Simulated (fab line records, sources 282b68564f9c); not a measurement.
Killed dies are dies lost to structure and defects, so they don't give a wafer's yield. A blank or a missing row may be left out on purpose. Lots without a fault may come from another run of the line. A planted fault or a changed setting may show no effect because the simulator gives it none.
Which tool did it? | flow rit_cmos | 14 lots, 42 wafers sampled, at 2 steps of a route of 202

WHAT THE GAUGES READ, wafer by wafer
The record holds no reading of a measuring or inspecting step that can be judged against a usual standard deviation.

WHICH TOOL RAN EACH LOT (tool, then ch and the chambers of the sampled wafers, then the start)
lot  | RIT_M1_HARDBAKE_11               | RIT_M1_PROBE_99
L719 | litho_track-01 ch 0, day 3 11:52 | prober-02, day 3 14:24
L720 | litho_track-01 ch 0, day 3 16:02 | prober-01, day 3 18:32
L721 | litho_track-02 ch 0, day 3 22:55 | prober-02, day 4 01:25
L722 | litho_track-04 ch 0, day 4 06:17 | prober-01, day 4 08:49
L724 | litho_track-02 ch 0, day 4 14:34 | prober-02, day 4 17:05
L723 | litho_track-01 ch 0, day 4 16:01 | prober-01, day 4 18:41
L726 | litho_track-04 ch 0, day 5 00:38 | prober-01, day 5 03:09
L727 | litho_track-01 ch 0, day 5 05:29 | prober-02, day 5 12:38
L731 | litho_track-04 ch 0, day 5 23:53 | prober-02, day 6 02:25
L737 | litho_track-02 ch 0, day 7 07:26 | prober-02, day 7 09:56
L738 | litho_track-02 ch 0, day 7 10:30 | prober-01, day 7 13:02
L740 | litho_track-04 ch 0, day 7 19:42 | prober-01, day 7 22:16
L741 | litho_track-02 ch 0, day 8 02:18 | prober-02, day 8 04:48
L742 | litho_track-02 ch 0, day 8 04:52 | prober-01, day 8 07:22
- RIT_M1_HARDBAKE_11: time 120 s.
- RIT_M1_PROBE_99

WHAT THE TOOLS THEMSELVES READ (means of the sampled wafers that have a number; where no wafer has one, the mark that the record gives instead)
RIT_M1_HARDBAKE_11. Usual: heater_power_total_W 52.03 W, standard deviation 0.06; plate_temp_C 140.01 C, standard deviation 0.14.
lot  | tool           | heater_power_total_W (W) | plate_temp_C (C) | flag
L719 | litho_track-01 | 52.05                    | 140.03           |
L720 | litho_track-01 | 51.97                    | 140.18           |
L721 | litho_track-02 | 52.09                    | 140.12           |
L722 | litho_track-04 | 52.09                    | 140.09           |
L724 | litho_track-02 | 52.03                    | 140.07           |
L723 | litho_track-01 | 53.40                    | 142.88           | OFF
L726 | litho_track-04 | 51.96                    | 140.00           |
L727 | litho_track-01 | 53.48                    | 142.90           | OFF
L731 | litho_track-04 | 52.05                    | 140.13           |
L737 | litho_track-02 | 51.97                    | 139.98           |
L738 | litho_track-02 | 52.03                    | 139.94           |
L740 | litho_track-04 | 52.08                    | 140.04           |
L741 | litho_track-02 | 52.04                    | 139.87           |
L742 | litho_track-02 | 51.96                    | 140.07           |

RIT_M1_PROBE_99. Usual: defect_limited_yield 97.1 %, standard deviation 1.2; killed_at_contacts 0.1, standard deviation 0.31; killed_at_front_end 8, standard deviation 3.1; killed_dies 8, standard deviation 3.2; killed_on_rim 2.1, standard deviation 1.6; killed_open 3.9, standard deviation 2.2; killed_short 3.8, standard deviation 2.1; sort_bin_3_pad_short 0.1 %, standard deviation 0.23; sort_bin_5_function 1.7 %, standard deviation 0.86; sort_bin_6_memory 1.1 %, standard deviation 0.7; sort_n_pass 256, standard deviation 3.2; sort_yield_pct 97.1 %, standard deviation 1.2.
lot  | tool      | defect_limited_yield (%) | killed_at_contacts | killed_at_front_end | killed_dies | killed_on_rim | killed_open | killed_short | sort_bin_3_pad_short (%) | sort_bin_5_function (%) | sort_bin_6_memory (%) | sort_n_pass | sort_yield_pct (%) | flag
L719 | prober-02 | 96.0                     | 0.0                | 11                  | 11          | 4.0           | 5.3         | 5.3          | 0.3                      | 2.0                     | 1.8                   | 253         | 96.0               |
L720 | prober-01 | 98.3                     | 0.0                | 4                   | 4           | 1.3           | 2.3         | 2.0          | 0.0                      | 1.1                     | 0.5                   | 260         | 98.3               |
L721 | prober-02 | 96.6                     | 0.0                | 9                   | 9           | 2.7           | 4.0         | 5.0          | 0.1                      | 1.4                     | 1.9                   | 255         | 96.6               |
L722 | prober-01 | 97.7                     | 0.0                | 6                   | 6           | 2.0           | 3.3         | 2.7          | 0.1                      | 1.4                     | 0.8                   | 258         | 97.7               |
L724 | prober-02 | 97.5                     | 0.3                | 6                   | 7           | 1.3           | 4.0         | 2.7          | 0.1                      | 1.9                     | 0.5                   | 257         | 97.5               |
L723 | prober-01 | 97.1                     | 0.0                | 8                   | 8           | 2.7           | 4.0         | 3.7          | 0.3                      | 1.9                     | 0.8                   | 256         | 97.1               |
L726 | prober-01 | 98.4                     | 0.0                | 4                   | 4           | 0.3           | 2.0         | 2.3          | 0.0                      | 1.1                     | 0.5                   | 260         | 98.4               |
L727 | prober-02 | 96.1                     | 0.3                | 10                  | 10          | 3.7           | 7.3         | 3.0          | 0.0                      | 2.8                     | 1.1                   | 254         | 96.1               |
L731 | prober-02 | 96.6                     | 0.0                | 9                   | 9           | 2.7           | 5.7         | 3.3          | 0.1                      | 1.7                     | 1.7                   | 255         | 96.6               |
L737 | prober-02 | 96.7                     | 0.0                | 9                   | 9           | 3.0           | 3.3         | 5.3          | 0.1                      | 1.8                     | 1.4                   | 255         | 96.7               |
L738 | prober-01 | 96.8                     | 0.3                | 8                   | 8           | 3.7           | 5.7         | 2.7          | 0.3                      | 2.3                     | 0.7                   | 256         | 96.8               |
L740 | prober-01 | 96.0                     | 0.0                | 11                  | 11          | 4.0           | 6.7         | 4.0          | 0.1                      | 2.5                     | 1.4                   | 253         | 96.0               |
L741 | prober-02 | 97.1                     | 0.0                | 8                   | 8           | 1.7           | 3.7         | 4.0          | 0.1                      | 1.1                     | 1.6                   | 256         | 97.1               |
L742 | prober-01 | 97.3                     | 0.0                | 7                   | 7           | 2.0           | 3.0         | 4.0          | 0.1                      | 1.4                     | 1.1                   | 257         | 97.3               |

THE ANSWER, worked out from the rows above alone
Rule: a lot is off if the mean of its wafers that have a number lies more than 3 standard deviations from the usual mean. A lot without any number at a reading at which 4 lots or more have one is off too. The other lots that the step has rows for count as sound. The gauges are gone through in route order, then the tools' own readings, and for those a lot's mean is taken as printed above. The first step at which some lot is off is used, and at that step the reading that is off furthest; a lot without a number counts as furthest.
Off: L723, L727, at RIT_M1_HARDBAKE_11 (heater_power_total_W).
A tool fits if, at that step or a process step before it, it ran every lot that is off, and no sound lot after the first of them. One fits: litho_track-01 at RIT_M1_HARDBAKE_11. Its last sound lot is L720 (day 3 16:02), its first lot that is off L723 (day 4 16:01): a fault that began between those two fits.
The tool's own readings at RIT_M1_HARDBAKE_11 bear it out: on the lots that are off they differ by more than 5 times the standard deviation of the sound lots' means. heater_power_total_W reads 53.44 W there against 52.03 W on the sound lots; plate_temp_C reads 142.89 C there against 140.04 C on the sound lots.

WHAT THE SIMULATOR HAD PUT IN
Process parameter drift: litho_track-01, from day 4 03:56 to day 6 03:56, at RIT_M1_HARDBAKE_11. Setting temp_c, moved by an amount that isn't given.
Lots struck among those shown: L723, L727. The rule above found the same.
